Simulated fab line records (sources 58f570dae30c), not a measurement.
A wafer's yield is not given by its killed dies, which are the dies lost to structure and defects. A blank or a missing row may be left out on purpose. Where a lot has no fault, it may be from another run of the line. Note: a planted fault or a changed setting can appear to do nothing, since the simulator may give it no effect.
Which tool did it? / flow berkeley_cmos170 / 13 lots with 39 wafers sampled at 2 steps, on a route of 331 steps

WHAT THE GAUGES READ, wafer by wafer
UCB170_NWELL_TW_MEAS_16.
lot=L607; measured=day 2 04:55; on=film_metro-01; NWELL_TW=1241 1250 1241
lot=L609; measured=day 2 17:35; on=film_metro-02; NWELL_TW=1241 1252 1248
lot=L612; measured=day 3 09:43; on=film_metro-01; NWELL_TW=1232 1236 1240
lot=L617; measured=day 4 12:16; on=film_metro-01; NWELL_TW=1278 1271 1272
lot=L619; measured=day 4 20:59; on=film_metro-02; NWELL_TW=1237 1241 1240
lot=L618; measured=day 4 21:16; on=film_metro-01; NWELL_TW=1263 1274 1270
lot=L620; measured=day 5 07:10; on=film_metro-01; NWELL_TW=1236 1238 1240
lot=L621; measured=day 5 07:21; on=film_metro-04; NWELL_TW=1254 1254 1253
lot=L623; measured=day 5 14:39; on=film_metro-04; NWELL_TW=1243 1252 1248
lot=L624; measured=day 6 01:49; on=film_metro-01; NWELL_TW=1232 1235 1238
lot=L627; measured=day 6 13:43; on=film_metro-01; NWELL_TW=1229 1234 1235
lot=L628; measured=day 6 15:33; on=film_metro-02; NWELL_TW=1239 1237 1239
lot=L629; measured=day 7 00:20; on=film_metro-02; NWELL_TW=1239 1242 1249

WHAT TOOL EACH LOT RAN ON (gives the tool, then ch and the chambers of the sampled wafers, and finally the start)
lot=L607; UCB170_NWELL_IMPLANT_14=implanter-01 ch 0, day 2 04:41
lot=L609; UCB170_NWELL_IMPLANT_14=implanter-02 ch 0, day 2 17:20
lot=L612; UCB170_NWELL_IMPLANT_14=implanter-01 ch 0, day 3 09:28
lot=L617; UCB170_NWELL_IMPLANT_14=implanter-01 ch 0, day 4 12:01
lot=L619; UCB170_NWELL_IMPLANT_14=implanter-03 ch 0, day 4 20:44
lot=L618; UCB170_NWELL_IMPLANT_14=implanter-01 ch 0, day 4 21:01
lot=L620; UCB170_NWELL_IMPLANT_14=implanter-03 ch 0, day 5 06:55
lot=L621; UCB170_NWELL_IMPLANT_14=implanter-02 ch 0, day 5 07:06
lot=L623; UCB170_NWELL_IMPLANT_14=implanter-02 ch 0, day 5 14:26
lot=L624; UCB170_NWELL_IMPLANT_14=implanter-02 ch 0, day 6 01:34
lot=L627; UCB170_NWELL_IMPLANT_14=implanter-03 ch 0, day 6 13:29
lot=L628; UCB170_NWELL_IMPLANT_14=implanter-03 ch 0, day 6 15:18
lot=L629; UCB170_NWELL_IMPLANT_14=implanter-02 ch 0, day 7 00:05
- UCB170_NWELL_IMPLANT_14

AS READ BY THE TOOLS THEMSELVES (means over the sampled wafers that have a number; for cases with no such wafer, the mark the record gives instead)
UCB170_NWELL_IMPLANT_14.
lot=L607 tool=implanter-01 dose_ions_cm2=9.997e+12 faraday_current_uA=31.6
lot=L609 tool=implanter-02 dose_ions_cm2=9.988e+12 faraday_current_uA=32.0
lot=L612 tool=implanter-01 dose_ions_cm2=9.998e+12 faraday_current_uA=31.9
lot=L617 tool=implanter-01 dose_ions_cm2=1.086e+13 faraday_current_uA=34.9
lot=L619 tool=implanter-03 dose_ions_cm2=9.982e+12 faraday_current_uA=31.4
lot=L618 tool=implanter-01 dose_ions_cm2=1.084e+13 faraday_current_uA=34.5
lot=L620 tool=implanter-03 dose_ions_cm2=1.001e+13 faraday_current_uA=32.3
lot=L621 tool=implanter-02 dose_ions_cm2=1.000e+13 faraday_current_uA=31.7
lot=L623 tool=implanter-02 dose_ions_cm2=9.987e+12 faraday_current_uA=31.5
lot=L624 tool=implanter-02 dose_ions_cm2=1.001e+13 faraday_current_uA=31.7
lot=L627 tool=implanter-03 dose_ions_cm2=9.992e+12 faraday_current_uA=31.7
lot=L628 tool=implanter-03 dose_ions_cm2=1.000e+13 faraday_current_uA=32.1
lot=L629 tool=implanter-02 dose_ions_cm2=1.001e+13 faraday_current_uA=31.8

THE ANSWER, worked out from the rows above alone
Rule: the usual values come from the lots themselves. The widest of any qualifying gaps counts: lots, ordered by their means at a reading, are off when they make up no more than a third of the lots, leave a main group of 4 or more, and stand apart from it by 3 or more times the standard deviation of that group's means. Not used: any main group whose means are identical at the precision the tables above print for the reading. A lot without any number at a reading at which 4 lots or more have one is off too. All remaining lots with rows at the step are treated as sound. After the gauges, taken in route order, come the tools' own readings; for these a lot's mean is taken, as printed above. At the first step where some lot is off, the reading lying furthest off is the one used; lots without a number count as furthest.
Off: L617, L618 (UCB170_NWELL_IMPLANT_14, dose_ions_cm2). The main group has a mean of 9.998e+12 with a standard deviation of 9.3e+09.
If a tool, at that step or one of the process steps before it, ran each lot that is off and ran no sound lot following the first of them, it fits. One fits: implanter-01 at UCB170_NWELL_IMPLANT_14. Its last sound lot is L612 (day 3 09:28), its first lot that is off L617 (day 4 12:01): a fault that began between those two fits.
The tool's own readings at UCB170_NWELL_IMPLANT_14 bear it out: on the lots that are off they differ by more than 5 times the standard deviation of the sound lots' means. dose_ions_cm2 reads 1.085e+13 there against 9.998e+12 on the sound lots; faraday_current_uA reads 34.7 there against 31.8 on the sound lots.

WHAT HAD BEEN PUT IN BY THE SIMULATOR
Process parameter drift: implanter-01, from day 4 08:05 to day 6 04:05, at UCB170_NWELL_IMPLANT_14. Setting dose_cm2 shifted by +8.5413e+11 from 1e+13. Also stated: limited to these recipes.
Lots struck among those shown: L617, L618. The same result came from the rule above.
